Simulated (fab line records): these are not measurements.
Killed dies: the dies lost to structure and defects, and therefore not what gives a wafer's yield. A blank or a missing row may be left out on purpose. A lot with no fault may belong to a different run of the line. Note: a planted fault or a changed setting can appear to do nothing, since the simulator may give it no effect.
Comparing a struck lot with a sound one | flow rit-cmos | 17 steps out of a route of 202
Sound: the wafers L500.1, L500.4, L500.6. Struck: wafer L504.4 (L504.2, L504.6, from the same lot, were not struck and are left out); the cause is given at the end.
Order at every step that has rows: each side's tool, ch and its chambers, its first start. Under that, the readings that differ: sound wafers | struck wafers | difference of the means | sigmas: that difference in standard deviations of wafers without a fault.
alike: readings whose means differ by less than 2 such deviations, and words and numbers that are the same on both sides. not compared: withheld readings, readings that some wafer has no value for, bounds like >300 that may hide the same value, and numbers for which the record gives no deviation and whose values overlap.
The two part at a step that has a row with sigmas, a row that says differs or no value, or rows on one side only. Numbers that don't overlap but have no deviation are shown without sigmas and don't part them. A reading missing from all wafers of one side parts the sides only when that side holds two or more wafers.

first, 1 step without rows for these wafers: RIT_PSD_IMPLANT_08.
RIT_PSD_STRIP_09: strips in O2, time 180 s.
  sound on plasma-asher-03 ch 1, day 4 06:06; struck on plasma-asher-01 ch 0, day 5 04:47
  alike: drypump-motor-current-A
  not compared: rf-hours-counter-h
RIT_PSD_TW_MEAS_10:
  struck on film-metro-03, day 5 04:58; sound on film-metro-02, day 4 06:17
  alike: PSD_TW
then, 3 steps without rows for these wafers: RIT_SDANNEAL_CLEAN_00 (cleans in SC1, time 600 s); RIT_SDANNEAL_CLEAN_01 (cleans in dHF, time 30 s); RIT_SDANNEAL_CLEAN_02 (cleans in SC2, time 600 s).
RIT_SDANNEAL_RTA_03: time 5 s.
  sound on rtp-anneal-01 ch 0, day 4 06:42; struck on rtp-anneal-01 ch 0, day 5 05:23
  alike: wafer_temp_C_max
RIT_SDANNEAL_RS_MEAS_04: measures by four-point-probe.
  struck on film-metro-02, day 5 05:28; sound on film-metro-03, day 4 06:46
  alike: PSD_RS
RIT_SDANNEAL_RS_MEAS_05: measures by four-point-probe.
  struck on film-metro-02, day 5 05:35; sound on film-metro-03, day 4 06:53
  alike: NSD_RS
RIT_SDANNEAL_RS_MEAS_06: measures by four-point-probe.
  struck on film-metro-02, day 5 05:42; sound on film-metro-03, day 4 07:00
  alike: PLDD_RS
RIT_SDANNEAL_RS_MEAS_07: measures by four-point-probe.
  struck on film-metro-02, day 5 05:49; sound on film-metro-03, day 4 07:07
  alike: NLDD_RS
then, 1 step without rows for these wafers: RIT_SILICIDE_WET_ETCH_00 (etches SiO2 in BOE, target depth 14 nm, time 15 s).
RIT_SILICIDE_SPUTTER_01: material Ti, target thk 30 nm, time 240 s.
  struck on pvd-sputter-02, day 5 05:56; sound on pvd-sputter-02, day 4 07:15
  reading                                     | sound             | struck | difference | sigmas
  model.Ti_of_SILICIDE_SPUTTER_01.thk-nm (nm) | 29.86 30.15 29.68 | 34.83  | +4.93      |
  alike: throttle-valve-pct
RIT_SILICIDE_RS_MEAS_02: measures by four-point-probe.
  struck on film-metro-04, day 5 06:07; sound on film-metro-01, day 4 07:24
  reading                 | sound          | struck | difference | sigmas
  SILICIDE_TI_RS (ohm/sq) | 48.1 47.5 48.5 | 39.7   | -8.3       | -12
RIT_SILICIDE_THK_MEAS_03: measures by xrf.
  struck on film-metro-04, day 5 06:13; sound on film-metro-01, day 4 07:31
  reading              | sound          | struck | difference | sigmas
  SILICIDE_TI_THK (nm) | 30.3 30.6 30.0 | 35.3   | +5.0       | +14
RIT_SILICIDE_RTA_04: time 10 s, ramp up 5 s, ramp down 5 s.
  sound on rtp-anneal-02 ch 0, day 4 07:35; struck on rtp-anneal-02 ch 0, day 5 06:17
  alike: wafer_temp_C_max
RIT_M1_PROBE_99:
  struck on prober-01, day 5 13:16; sound on prober-02, day 4 14:23
  reading                                   | sound                | struck | difference | sigmas
  model.etest.npoly-line.line-ohm-um        | 179.1 179.1 180      | 153.9  | -25.5      |
  model.etest.ppoly-line.line-ohm-um        | 170.8 172.3 172.8    | 151.5  | -20.5      |
  model.etest.contact-pplus.end-ohm-um      | 43.91 42.74 43.42    | 52.86  | +9.50      |
  model.etest.contact-nplus.end-ohm-um      | 42.43 42.1 41.5      | 49.42  | +7.41      |
  model.etest.npoly-line.rs-ohm-sq          | 17.09 17.09 17.18    | 15.35  | -1.77      |
  model.etest.ppoly-line.rs-ohm-sq          | 16.64 16.52 16.72    | 15.01  | -1.62      |
  model.etest.nmos_0p15.junction-log10-a-um | -13.39 -13.41 -13.45 | -12.96 | +0.46      |
  model.etest.npoly-sal.rs-ohm-sq           | 4.352 4.356 4.42     | 3.889  | -0.487     |
  alike: killed-at-contacts, killed-at-front-end, killed-dies, killed-open, killed-short

WHERE THEY PART
Last at RIT_SILICIDE_THK_MEAS_03 as far as this record goes, first at RIT_SILICIDE_RS_MEAS_02. Later steps at which nothing parts them and some readings are alike: RIT_SILICIDE_RTA_04, RIT_M1_PROBE_99.

WHY: whatever the simulator had introduced
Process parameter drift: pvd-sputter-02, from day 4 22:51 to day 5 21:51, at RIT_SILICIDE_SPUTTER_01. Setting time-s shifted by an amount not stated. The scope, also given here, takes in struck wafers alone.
